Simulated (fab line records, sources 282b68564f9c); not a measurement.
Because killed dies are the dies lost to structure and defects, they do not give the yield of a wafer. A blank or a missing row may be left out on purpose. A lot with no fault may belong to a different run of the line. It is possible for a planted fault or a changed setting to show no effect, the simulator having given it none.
Which tool is to blame? ; flow rit-cmos ; 14 lots, 42 wafers sampled, at 1 step of a route of 202

## WHAT EACH GAUGE READ, for each wafer
No reading from a measuring or inspecting step in the record can be judged against a usual standard deviation.

## TOOL THAT RAN EACH LOT (tool first, then ch and the chambers of the sampled wafers, then the start)
lot;RIT_NLDD_DEVELOP_05
L321;litho-track-03 ch 0, day 2 19:00
L322;litho-track-01 ch 0, day 3 03:00
L323;litho-track-03 ch 0, day 3 11:00
L324;litho-track-04 ch 0, day 3 12:00
L325;litho-track-03 ch 0, day 3 15:00
L331;litho-track-01, day 4 20:00
L332;litho-track-03, day 5 04:00
L336;litho-track-03 ch 0, day 5 19:00
L337;litho-track-03 ch 0, day 6 00:00
L338;litho-track-03 ch 0, day 6 08:00
L339;litho-track-03 ch 0, day 6 12:00
L341;litho-track-01 ch 0, day 6 22:00
L343;litho-track-01 ch 0, day 7 08:00
L344;litho-track-03 ch 0, day 7 12:00
- RIT_NLDD_DEVELOP_05: develop time 50 s.

## WHAT THE TOOLS THEMSELVES READ (means of the sampled wafers that have a number; where no wafer has one, the mark that the record gives instead)
RIT_NLDD_DEVELOP_05. Usual: chill-plate-temp-C 23.01 C, standard deviation 0.1; resist-line-temp-C 23.02 C, standard deviation 0.086.
lot;tool;chill-plate-temp-C (C);resist-line-temp-C (C);flag
L321;litho-track-03;23.03;23.00;
L322;litho-track-01;22.99;23.09;
L323;litho-track-03;22.84;22.99;
L324;litho-track-04;23.05;23.05;
L325;litho-track-03;22.97;22.93;
L331;litho-track-01;-;-;OFF
L332;litho-track-03;-;-;OFF
L336;litho-track-03;23.00;22.97;
L337;litho-track-03;22.92;23.04;
L338;litho-track-03;22.84;22.97;
L339;litho-track-03;23.17;23.03;
L341;litho-track-01;23.06;22.95;
L343;litho-track-01;23.10;23.05;
L344;litho-track-03;22.95;23.03;

## THE ANSWER, worked out from the rows above alone
Rule: a lot counts as off when the mean over its wafers that have a number is more than 3 standard deviations away from the usual mean. A lot without any number at a reading at which 4 lots or more have one is off too. The other lots that the step has rows for count as sound. After the gauges, taken in route order, come the tools' own readings; for these a lot's mean is taken, as printed above. At the first step where some lot is off, the reading lying furthest off is the one used; lots without a number count as furthest.
Off: L331, L332, at RIT_NLDD_DEVELOP_05 (chill-plate-temp-C). Without a number there: L331, L332.
A tool fits if, at that step or a process step before it, it ran every lot that is off, and no sound lot after the first of them. Not one of the candidates tried fits.

## WHAT THE SIMULATOR PUT IN
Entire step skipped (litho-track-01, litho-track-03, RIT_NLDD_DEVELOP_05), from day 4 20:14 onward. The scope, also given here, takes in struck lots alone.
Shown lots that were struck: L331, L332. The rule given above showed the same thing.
